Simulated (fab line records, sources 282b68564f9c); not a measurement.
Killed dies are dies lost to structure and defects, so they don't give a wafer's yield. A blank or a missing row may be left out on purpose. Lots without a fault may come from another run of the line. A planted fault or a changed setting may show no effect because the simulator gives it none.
fab line records | flow rit_cmos
record lots=5 wafers=23
route steps=202 shown PLDD@122 SPACER@128 NSD@139 PSD@143 SDANNEAL@153 NLDD@160 CONTACT@168 M1@192
start_h: hours from the record's first day to the start of the lot's first wafer shown | wait_h: hours since the lot's step before | " the same as in the row above | L1.1+2: a row that stands for several wafers | - no value, or no start given | * or withheld: withheld | < > ~ a bound
route shown NAME@n: a module of which the file shows steps, and the number in the route of the first | usual: mean/standard deviation of fault-free wafers | same: alike in all rows | chamber/n: place in a boat | sites: the reading at each site | _std_site: their standard deviation | _edge_site: outer sites' mean less inner sites' | radius_mm: how far each site lies from the wafer's centre | mask NAME#n: copy n | behind: the tool/chamber that last shaped the wafer | hold: why the lot was held/for how many hours/how that ended | device: the transistor (n, p or np) that didn't switch | end of line: the same wafers' tests at the end of the route | a step without rows: its recipe alone | killed: dies lost to structure and defects at the first sort, not the wafer's yield | map: a wafer's dies, x killed, . not, _ none there
set.NAME: the setting as run; set.NAME@STEP: as run at that earlier step | model.NAME: the simulator's own value behind a step, which no gauge read
lots whose settings were changed on purpose; a table a step, a row a wafer
## steps
# step RIT_PLDD_IMPLANT_08
# recipe species=BF2 energy_kev=20 dose_cm2=9e+14 tilt_deg=7
# columns lot.wafer tool chamber start_h wait_h set.energy_kev model.implant.rp_nm model.implant.drp_nm
L074.1+3 implanter-04 0 44.10 0.1 20 17.45 9.752
L074.2+5+6 " 0 " " 20.61 17.86 9.96
L080.2+3+4 implanter-01 0 73.96 0.1 20.78 17.14 10.02
L080.5+6 " 0 " " 20 16.64 9.752
L083.1+2+3+4+6 implanter-02 0 89.18 0.1 20 17.47 9.752
L084.2+4+5 implanter-02 0 97.46 0.1 20 17.51 9.752
L085.1+4+6 implanter-04 0 100.81 0.1 20 17.55 9.752
L085.2+5 " 0 " " 21.17 18.35 10.15
# step RIT_SPACER_CVD_03
# recipe material=Si3N4 target_thk_nm=250 temp_c=810 precursor=SiH2Cl2/NH3 time_s=3300 pressure_mtorr=300 sih2cl2_flow_sccm=60 nh3_flow_sccm=150
# columns lot.wafer tool chamber start_h wait_h set.nh3_flow_sccm
L074.1+2+3+5+6 - - - 0.0 150
L080.2+3+4+5+6 - - - 0.0 140.7
L083.1+2+3+4+6 - - - 0.0 143.6
L084.2+4+5 lpcvd-02 1 98.19 0.0 150
L085.1+2+4+5+6 - - - 0.0 130.2
# step RIT_NSD_IMPLANT_08
# recipe species=P energy_kev=25 dose_cm2=1e+15 tilt_deg=7
# columns lot.wafer tool chamber start_h wait_h set.energy_kev model.implant.rp_nm model.implant.drp_nm
L074.1+3+6 implanter-03 0 49.09 0.1 25 32.96 14.84
L074.2+5 " 0 " " 26.4 34.19 15.33
L080.2+4+5 implanter-03 0 78.96 0.1 25 33.39 14.84
L080.3+6 " 0 " " 26.05 34.33 15.21
L083.1+2+4 implanter-03 0 93.22 0.1 25.83 32.1 15.13
L083.3+6 " 0 " " 25 31.4 14.84
L084.2+4+5 implanter-01 0 102.53 0.1 25 32.06 14.84
L085.1+4+5 implanter-01 0 104.76 0.1 25 32.52 14.84
L085.2+6 " 0 " " 23.5 31.19 14.29
# step RIT_PSD_COAT_01
# recipe resist=NOVOLAK spin_rpm=3250 resist_thk_nm=1000
# columns lot.wafer tool chamber start_h wait_h set.resist_thk_nm model.NOVOLAK_of_PSD_COAT_01.thk_nm
L074.1 litho_track-03 0 49.63 0.1 1000 1006
L074.2 " 0 " " 1000 1005
L074.3+6 " 0 " " 1021 1024
L074.5 " 0 " " 1021 1025
L080.2 litho_track-03 0 79.50 0.1 981 980.6
L080.3 " 0 " " 1000 1004
L080.4 " 0 " " 1000 999.8
L080.5 " 0 " " 981 983.9
L080.6 " 0 " " 1000 1001
L083.1 litho_track-04 0 93.80 0.1 1000 1003
L083.2 " 0 " " 1000 1002
L083.3 " 0 " " 1000 996.2
L083.4 " 0 " " 1000 999.8
L083.6 " 0 " " 1000 1000
L084.2 litho_track-02 0 103.07 0.1 1000 999.6
L084.4 " 0 " " 1000 999
L084.5 " 0 " " 1000 1003
L085.1 litho_track-03 0 105.32 0.1 1035 1035
L085.2 " 0 " " 1000 1001
L085.4 " 0 " " 1035 1036
L085.5 " 0 " " 1000 999.4
L085.6 " 0 " " 1000 1002
# step RIT_PSD_SOFTBAKE_02
# recipe resist=NOVOLAK temp_c=90 time_s=60
# step RIT_PSD_EXPOSE_03
# recipe mask_id=M10 na=0.57 target_cd_nm=40900 dose_mj=250
# step RIT_PSD_DEVELOP_05
# recipe resist=NOVOLAK develop_time_s=50 dev_temp_c=23
# step RIT_PSD_HARDBAKE_07
# recipe resist=NOVOLAK temp_c=140 time_s=60
# columns lot.wafer tool chamber start_h wait_h set.resist_thk_nm@PSD_COAT_01 model.NOVOLAK_of_PSD_COAT_01.thk_nm
L074.1 litho_track-03 0 50.36 0.0 1000 888.8
L074.2 " 0 " " 1000 887.8
L074.3 " 0 " " 1021 904.8
L074.5 " 0 " " 1021 905.6
L074.6 " 0 " " 1021 904.6
L080.2 litho_track-03 0 80.23 0.0 981 866.8
L080.3 " 0 " " 1000 887
L080.4 " 0 " " 1000 883.5
L080.5 " 0 " " 981 869.6
L080.6 " 0 " " 1000 884.5
L083.1 litho_track-02 0 94.54 0.0 1000 886
L083.2 " 0 " " 1000 885.2
L083.3 " 0 " " 1000 880.4
L083.4 " 0 " " 1000 883.6
L083.6 " 0 " " 1000 884.1
L084.2 litho_track-02 0 103.80 0.0 1000 883.5
L084.4 " 0 " " 1000 882.9
L084.5 " 0 " " 1000 886.4
L085.1 litho_track-02 0 106.18 0.0 1035 914.6
L085.2 " 0 " " 1000 884.5
L085.4 " 0 " " 1035 915.8
L085.5 " 0 " " 1000 883.3
L085.6 " 0 " " 1000 885.5
# step RIT_PSD_IMPLANT_08
# recipe species=BF2 energy_kev=27 dose_cm2=5e+15 tilt_deg=7
# columns lot.wafer tool chamber start_h wait_h set.energy_kev model.implant.rp_nm model.implant.drp_nm
L074.1+5 implanter-02 0 50.51 0.1 25.77 21.39 11.66
L074.2+3+6 " 0 " " 27 22.21 12.05
L080.2+3+5 implanter-02 0 80.38 0.1 27 22.21 12.05
L080.4+6 " 0 " " 28.44 23.15 12.49
L083.1+2+6 implanter-02 0 94.69 0.1 27 22.6 12.05
L083.3+4 " 0 " " 26.5 22.27 11.89
L084.2+4+5 implanter-03 0 103.95 0.1 27 21.55 12.05
L085.1+2+5 implanter-02 0 106.33 0.1 27 21.45 12.05
L085.4+6 " 0 " " 27.75 21.92 12.28
# step RIT_PSD_STRIP_09
# recipe chemistry=O2 time_s=180 resist=NOVOLAK platen_temp_c=withheld power_w=500 pressure_mtorr=4000 o2_flow_sccm=4000
# step RIT_SDANNEAL_CLEAN_00
# recipe chemistry=SC1 mix=3:3:50 time_s=600 temp_c=75
# columns lot.wafer tool chamber start_h wait_h set.nh3_flow_sccm@SPACER_CVD_03 model.Si3N4_of_SPACER_CVD_03.thk_nm
L074.1 wet_bench-01 3 50.90 0.1 150 197.2
L074.2 " 3 " " 150 195.2
L074.3 " 3 " " 150 196.2
L074.5 " 3 " " 150 196.9
L074.6 " 3 " " 150 194.9
L080.2 wet_bench-01 1 80.74 0.0 140.7 188.6
L080.3+6 " 1 " " 140.7 189.4
L080.4 " 1 " " 140.7 188.9
L080.5 " 1 " " 140.7 186.7
L083.1 wet_bench-01 0 95.07 0.1 143.6 186.7
L083.2 " 0 " " 143.6 189.3
L083.3 " 0 " " 143.6 190.4
L083.4 " 0 " " 143.6 189.5
L083.6 " 0 " " 143.6 188.4
L084.2 wet_bench-01 1 104.31 0.0 150 199.8
L084.4 " 1 " " 150 200.4
L084.5 " 1 " " 150 201.3
L085.1 wet_bench-01 0 106.72 0.1 130.2 178.3
L085.2 " 0 " " 130.2 178.5
L085.4 " 0 " " 130.2 176.6
L085.5 " 0 " " 130.2 180.2
L085.6 " 0 " " 130.2 177.9
# step RIT_SDANNEAL_RTA_03
# recipe temp_c=1050 time_s=5 idle_temp_c=600 ramp_up_c_per_s=342 ramp_down_c_per_s=171 cool_to_c=600 ambient=N2
# columns lot.wafer tool chamber start_h wait_h set.time_s
L074.1+3+5 rtp_anneal-01 0 51.29 0.0 4.444
L074.2+6 " 0 " " 5
L080.2+6 rtp_anneal-01 0 81.12 0.0 5
L080.3+4+5 " 0 " " 4.516
L083.1+2+3 rtp_anneal-02 0 95.44 0.0 5
L083.4+6 " 0 " " 5.24
L084.2+4+5 rtp_anneal-01 0 104.69 0.0 5
L085.1+2+6 rtp_anneal-02 0 107.08 0.0 5.669
L085.4+5 " 0 " " 5
# step RIT_SDANNEAL_RS_MEAS_04
# recipe thk_meas_gauge=four-point-probe
# usual PSD_RS=115.87/0.25
# columns lot.wafer tool chamber start_h wait_h set.energy_kev@PSD_IMPLANT_08 set.time_s@SDANNEAL_RTA_03 PSD_RS[ohm/sq]
L074.1 film_metro-04 - 51.34 0.0 25.77 4.444 120.31
L074.2 " - " " 27 5 115.66
L074.3 " - " " 27 4.444 117.33
L074.5 " - " " 25.77 4.444 120.32
L074.6 " - " " 27 5 115.85
L080.2 film_metro-04 - 81.19 0.1 27 5 116.07
L080.3 " - " " 27 4.516 117.31
L080.4 " - " " 28.44 4.516 114.38
L080.5 " - " " 27 4.516 117.45
L080.6 " - " " 28.44 5 113.19
L083.1 film_metro-04 - 95.50 0.0 27 5 116.34
L083.2 " - " " 27 5 116.24
L083.3 " - " " 26.5 5 117.40
L083.4 " - " " 26.5 5.24 116.85
L083.6 " - " " 27 5.24 115.31
L084.2 film_metro-04 - 104.76 0.1 27 5 116.21
L084.4 " - " " 27 5 115.87
L084.5 " - " " 27 5 115.71
L085.1 film_metro-02 - 107.14 0.0 27 5.669 114.17
L085.2 " - " " 27 5.669 113.73
L085.4 " - " " 27.75 5 114.56
L085.5 " - " " 27 5 115.99
L085.6 " - " " 27.75 5.669 112.58
# step RIT_SDANNEAL_RS_MEAS_06
# recipe thk_meas_gauge=four-point-probe
# usual PLDD_RS=178.6/0.48
# columns lot.wafer tool chamber start_h wait_h set.energy_kev@PLDD_IMPLANT_08 PLDD_RS[ohm/sq]
L074.1 film_metro-04 - 51.58 0.1 20 180.8
L074.2 " - " " 20.61 176.8
L074.3 " - " " 20 180.6
L074.5 " - " " 20.61 178.3
L074.6 " - " " 20.61 176.9
L080.2 film_metro-04 - 81.43 0.1 20.78 177.0
L080.3 " - " " 20.78 177.8
L080.4 " - " " 20.78 178.3
L080.5 " - " " 20 180.5
L080.6 " - " " 20 179.5
L083.1 film_metro-04 - 95.74 0.1 20 179.1
L083.2 " - " " 20 178.9
L083.3 " - " " 20 179.1
L083.4 " - " " 20 178.6
L083.6 " - " " 20 178.5
L084.2 film_metro-04 - 105.00 0.1 20 177.9
L084.4 " - " " 20 178.3
L084.5 " - " " 20 178.5
L085.1 film_metro-02 - 107.38 0.1 20 176.6
L085.2 " - " " 21.17 173.2
L085.4 " - " " 20 178.6
L085.5 " - " " 21.17 174.3
L085.6 " - " " 20 177.0
# step RIT_SDANNEAL_RS_MEAS_07
# recipe thk_meas_gauge=four-point-probe
# usual NLDD_RS=151.8/0.5
# columns lot.wafer tool chamber start_h wait_h set.dose_cm2@NLDD_IMPLANT_08 NLDD_RS[ohm/sq]
L074.1 film_metro-04 - 51.70 0.1 5e+14 151.4
L074.2 " - " " 5.236e+14 146.0
L074.3 " - " " 5.236e+14 145.8
L074.5 " - " " 5.236e+14 146.7
L074.6 " - " " 5e+14 151.2
L080.2 film_metro-04 - 81.55 0.1 4.627e+14 161.8
L080.3 " - " " 5e+14 152.7
L080.4 " - " " 4.627e+14 162.8
L080.5 " - " " 5e+14 152.9
L080.6 " - " " 5e+14 152.0
L083.1 film_metro-04 - 95.86 0.1 4.719e+14 160.1
L083.2 " - " " 5e+14 151.6
L083.3 " - " " 5e+14 152.0
L083.4 " - " " 5e+14 152.3
L083.6 " - " " 4.719e+14 159.4
L084.2 film_metro-04 - 105.12 0.1 5e+14 151.6
L084.4 " - " " 5e+14 151.2
L084.5 " - " " 5e+14 151.0
L085.1 film_metro-02 - 107.50 0.1 4.717e+14 158.6
L085.2 " - " " 4.717e+14 159.5
L085.4 " - " " 5e+14 152.0
L085.5 " - " " 5e+14 152.1
L085.6 " - " " 5e+14 151.3
# step RIT_CONTACT_CVD_00
# recipe material=SiO2 target_thk_nm=400 precursor=TEOS temp_c=390 time_s=61 rf_w=400
# columns lot.wafer tool chamber start_h wait_h set.time_s model.SiO2_of_CONTACT_CVD_00.thk_nm
L074.1 pecvd-01 0 52.41 0.1 69.02 455.5
L074.2 " 1 " " 61 394.9
L074.3 " 2 " " 61 395.7
L074.5 " 0 " " 61 402.8
L074.6 " 2 " " 69.02 452.8
L080.2 pecvd-01 1 82.23 0.0 52.57 339.5
L080.3 " 0 " " 52.57 341.9
L080.4 " 0 " " 61 404.8
L080.5 " 1 " " 61 397.6
L080.6 " 2 " " 52.57 346
L083.1 pecvd-01 2 96.50 0.1 63.98 416.6
L083.2 " 1 " " 63.98 415.7
L083.3 " 0 " " 61 403.9
L083.4 " 1 " " 61 401.5
L083.6 " 2 " " 61 402.6
L084.2+4 pecvd-03 0,1 105.74 0.0 61 400.2
L084.5 " 2 " " 61 406.1
L085.1 pecvd-04 0 108.14 0.1 61 395.6
L085.2 " 1 " " 61 396.5
L085.4 " 0 " " 61 400.7
L085.5 " 2 " " 61 412.5
L085.6 " 1 " " 61 404.2
# step RIT_CONTACT_THK_MEAS_01
# recipe reads=SiO2_of_CONTACT_CVD_00
# usual CONTACT_TEOS_THK=400/5.4
# columns lot.wafer tool chamber start_h wait_h set.time_s@CONTACT_CVD_00 CONTACT_TEOS_THK[nm]
L074.1 film_metro-03 - 52.46 0.0 69.02 456
L074.2 " - " " 61 395
L074.3 " - " " 61 396
L074.5 " - " " 61 403
L074.6 " - " " 69.02 452
L080.2 film_metro-01 - 82.29 0.0 52.57 340
L080.3 " - " " 52.57 342
L080.4 " - " " 61 405
L080.5 " - " " 61 397
L080.6 " - " " 52.57 346
L083.1 film_metro-04 - 96.55 0.0 63.98 417
L083.2 " - " " 63.98 416
L083.3 " - " " 61 404
L083.4 " - " " 61 402
L083.6 " - " " 61 403
L084.2 film_metro-01 - 105.80 0.0 61 400
L084.4 " - " " 61 401
L084.5 " - " " 61 406
L085.1 film_metro-03 - 108.20 0.0 61 395
L085.2 " - " " 61 397
L085.4 " - " " 61 400
L085.5 " - " " 61 413
L085.6 " - " " 61 404
# step RIT_M1_DEVELOP_08
# recipe resist=NOVOLAK develop_time_s=68 dev_temp_c=23
# columns lot.wafer tool chamber start_h wait_h set.develop_time_s
L074.1+3+6 litho_track-02 0 - - 59.48
L074.2+5 " 0 " " 68
L080.2+3+4 litho_track-01 0 - - 68
L080.5+6 " 0 " " 71.92
L083.1+2+3+4+6 litho_track-02 0 - - 68
L084.2+4+5 litho_track-01 0 - - 68
L085.1+4+6 litho_track-04 0 - - 70.66
L085.2+5 " 0 " " 68
# step RIT_M1_CD_MEAS_09
# recipe target_cd_nm=2600
# usual cd_nm=2599.3/1.7
# columns lot.wafer tool chamber start_h wait_h set.develop_time_s@M1_DEVELOP_08 cd_nm
L074.1 cd_sem-02 - 56.25 - 59.48 2613.3
L074.2 " - " " 68 2599.1
L074.3 " - " " 59.48 2611.4
L074.5 " - " " 68 2598.5
L074.6 " - " " 59.48 2612.4
L080.2 cd_sem-02 - 86.52 - 68 2600.1
L080.3 " - " " 68 2598.3
L080.4 " - " " 68 2598.0
L080.5 " - " " 71.92 2594.5
L080.6 " - " " 71.92 2593.4
L083.1 cd_sem-02 - 100.30 - 68 2598.8
L083.2 " - " " 68 2601.1
L083.3 " - " " 68 2599.9
L083.4 " - " " 68 2601.7
L083.6 " - " " 68 2598.1
L084.2 cd_sem-02 - 109.59 - 68 2602.5
L084.4 " - " " 68 2600.1
L084.5 " - " " 68 2601.1
L085.1 cd_sem-02 - 111.76 - 70.66 2593.5
L085.2 " - " " 68 2598.4
L085.4 " - " " 70.66 2593.9
L085.5 " - " " 68 2598.9
L085.6 " - " " 70.66 2594.3
# step RIT_M1_METAL_ETCH_12
# recipe stop_on=SiO2 chemistry=Cl2/BCl3 target=Al time_s=165 over_etch_frac=0.5 pressure_mtorr=100 target_depth_a=6000 rf_w=250 Cl2_flow_sccm=60 bcl3_flow_sccm=50
# columns lot.wafer tool chamber start_h wait_h set.rf_w set.time_s@CONTACT_CVD_00 model.NOVOLAK_of_M1_COAT_04.thk_nm model.SiO2_of_CONTACT_CVD_00.thk_nm
L074.1 rie_metal-04 0 56.66 0.2 250 69.02 819.2 420.2
L074.2 " 1 " " 227.1 61 841.7 361.7
L074.3 " 0 " " 227.1 61 848.5 363.3
L074.5 " 1 " " 250 61 809.5 366.5
L074.6 " 0 " " 227.1 69.02 846.4 420.3
L080.2 rie_metal-04 0 86.91 0.2 260.6 52.57 804.7 301.6
L080.3 " 0 " " 250 52.57 818.6 305.5
L080.4 " 1 " " 250 61 808.1 367.1
L080.5 " 1 " " 260.6 61 796 358.8
L080.6 " 0 " " 260.6 52.57 805.2 308.1
L083.1 rie_metal-04 0 100.72 0.2 250 63.98 812.3 380.8
L083.2 " 1 " " 250 63.98 807.4 379.2
L083.3 " 1 " " 250 61 806.2 367.4
L083.4 " 0 " " 250 61 815.8 365.9
L083.6 " 0 " " 250 61 809 366.6
L084.2 rie_metal-01 0 110.03 0.2 250 61 821.4 364.6
L084.4 " 0 " " 250 61 826.5 364.8
L084.5 " 0 " " 250 61 821.9 370.7
L085.1 rie_metal-03 0 112.17 0.2 250 61 804.2 359.2
L085.2 " 1 " " 274 61 764.9 356.5
L085.4 " 1 " " 274 61 763.1 360.6
L085.5 " 0 " " 250 61 803.7 376
L085.6 " 1 " " 274 61 773.7 364.4
# step RIT_M1_STRIP_13
# recipe chemistry=nmp resist=NOVOLAK temp_c=80 time_s=600 dry=n2_spin
# step RIT_M1_STRIP_14
# recipe chemistry=O2 time_s=180 platen_temp_c=withheld power_w=500 pressure_mtorr=4000 o2_flow_sccm=4000
# step RIT_M1_ANNEAL_15
# recipe temp_c=450 time_s=1800 ambient=forming_gas_H2N2
# step RIT_M1_PROBE_99
# columns lot.wafer tool chamber start_h wait_h set.develop_time_s@GATE_DEVELOP_15 model.etest.nmos_0p3.r_on_ohm_um model.etest.nmos_0p15.r_on_ohm_um model.etest.nmos_0p15.drive_ua_um
L074.1 prober-02 - 58.93 0.1 50 2406 1243 388.8
L074.2 prober-02 - 58.98 0.1 52.25 2381 1212 415.3
L074.3 prober-02 - 59.03 0.2 50 2370 1284 377.6
L074.5 prober-02 - 59.13 0.2 50 2389 1321 359.3
L074.6 prober-02 - 59.18 0.2 52.25 2343 1200 416.9
L080.2 prober-02 - 89.21 0.1 50 2186 1217 457.7
L080.3 prober-02 - 89.26 0.2 50 2092 1119 483
L080.4 prober-02 - 89.31 0.2 50 2211 1182 462.3
L080.5 prober-02 - 89.36 0.2 50 2187 1196 464
L080.6 prober-02 - 89.41 0.2 50 2101 1152 476.5
L083.1+4 prober-01 - 103.57 0.1 52.76 - - -
L083.2 prober-01 - 103.62 0.1 50 - - -
L083.3 prober-01 - 103.67 0.2 50 2156 1161 476.5
L083.6 prober-01 - 103.82 0.2 50 2199 1178 488.1
L084.2 prober-02 - 112.55 0.1 50 2116 1082 476.2
L084.4 prober-02 - 112.65 0.2 50 2134 1103 466.2
L084.5 prober-02 - 112.70 0.2 50 2120 1084 476.6
L085.1 prober-01 - 114.43 0.1 43.44 2531 1429 367.8
L085.2 prober-01 - 114.48 0.1 43.44 2526 1438 369.1
L085.4 prober-01 - 114.58 0.2 50 2296 1212 471.7
L085.5 prober-01 - 114.63 0.2 50 2326 1257 435.8
# killed by level:class
L084.2 GATE:geometric_particle:short=2 GATE:geometric_particle:open=2 FOX1:geometric_particle:short=1 FOX1:geometric_particle:open=1 SPACER:geometric_particle:open=1 SPACER:geometric_particle:short=1
L084.4 SPACER:geometric_particle:open=2 SILICIDE:geometric_particle:short=2 GATE:geometric_particle:short=1
L084.5 REOX:geometric_particle:short=3 GATE:geometric_particle:open=3 SPACER:geometric_particle:short=2 REOX:geometric_particle:open=1
## key
split step=RIT_PLDD_IMPLANT_08 setting=energy_kev stated=20 by=wafer
response step=RIT_PLDD_IMPLANT_08 reading=model.implant.rp_nm change=+0.134 per=1% r=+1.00
response step=RIT_PLDD_IMPLANT_08 reading=model.implant.drp_nm change=+0.068 per=1% r=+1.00
response step=RIT_SDANNEAL_RS_MEAS_06 reading=PLDD_RS change=-0.689 per=1% r=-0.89
split step=RIT_SPACER_CVD_03 setting=nh3_flow_sccm stated=150 by=lot
response step=RIT_SDANNEAL_CLEAN_00 reading=model.Si3N4_of_SPACER_CVD_03.thk_nm change=+1.45 per=1% r=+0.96
split step=RIT_NSD_IMPLANT_08 setting=energy_kev stated=25 by=wafer
response step=RIT_NSD_IMPLANT_08 reading=model.implant.rp_nm change=+0.221 per=1% r=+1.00
response step=RIT_NSD_IMPLANT_08 reading=model.implant.drp_nm change=+0.0894 per=1% r=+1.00
split step=RIT_PSD_COAT_01 setting=resist_thk_nm stated=1000 by=wafer
response step=RIT_PSD_COAT_01 reading=model.NOVOLAK_of_PSD_COAT_01.thk_nm change=+9.84 per=1% r=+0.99
response step=RIT_PSD_HARDBAKE_07 reading=model.NOVOLAK_of_PSD_COAT_01.thk_nm change=+8.61 per=1% r=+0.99
split step=RIT_PSD_IMPLANT_08 setting=energy_kev stated=27 by=wafer
response step=RIT_PSD_IMPLANT_08 reading=model.implant.rp_nm change=+0.177 per=1% r=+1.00
response step=RIT_PSD_IMPLANT_08 reading=model.implant.drp_nm change=+0.0847 per=1% r=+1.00
response step=RIT_SDANNEAL_RS_MEAS_04 reading=PSD_RS change=-0.668 per=1% r=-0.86
split step=RIT_SDANNEAL_RTA_03 setting=time_s stated=5 by=wafer
response step=RIT_SDANNEAL_RS_MEAS_04 reading=PSD_RS slope=-0.15 per=1% together_with=energy_kev@PSD_IMPLANT_08 explained=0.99
split step=RIT_CONTACT_CVD_00 setting=time_s stated=61 by=wafer
response step=RIT_CONTACT_CVD_00 reading=model.SiO2_of_CONTACT_CVD_00.thk_nm change=+4.17 per=1% r=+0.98
response step=RIT_CONTACT_THK_MEAS_01 reading=CONTACT_TEOS_THK change=+4.17 per=1% r=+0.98
response step=RIT_M1_METAL_ETCH_12 reading=model.SiO2_of_CONTACT_CVD_00.thk_nm change=+4.14 per=1% r=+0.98
split step=RIT_M1_DEVELOP_08 setting=develop_time_s stated=68 by=wafer
response step=RIT_M1_CD_MEAS_09 reading=cd_nm change=-1.05 per=1% r=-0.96
split step=RIT_M1_METAL_ETCH_12 setting=rf_w stated=250 by=wafer
response step=RIT_M1_METAL_ETCH_12 reading=model.NOVOLAK_of_M1_COAT_04.thk_nm change=-3.54 per=1% r=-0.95
split outside_this_file step=RIT_GATE_DEVELOP_15 setting=develop_time_s
split outside_this_file step=RIT_NLDD_IMPLANT_08 setting=dose_cm2
# split outside_this_file: this setting was split too, and the file shows its column; the key of that split is in another file
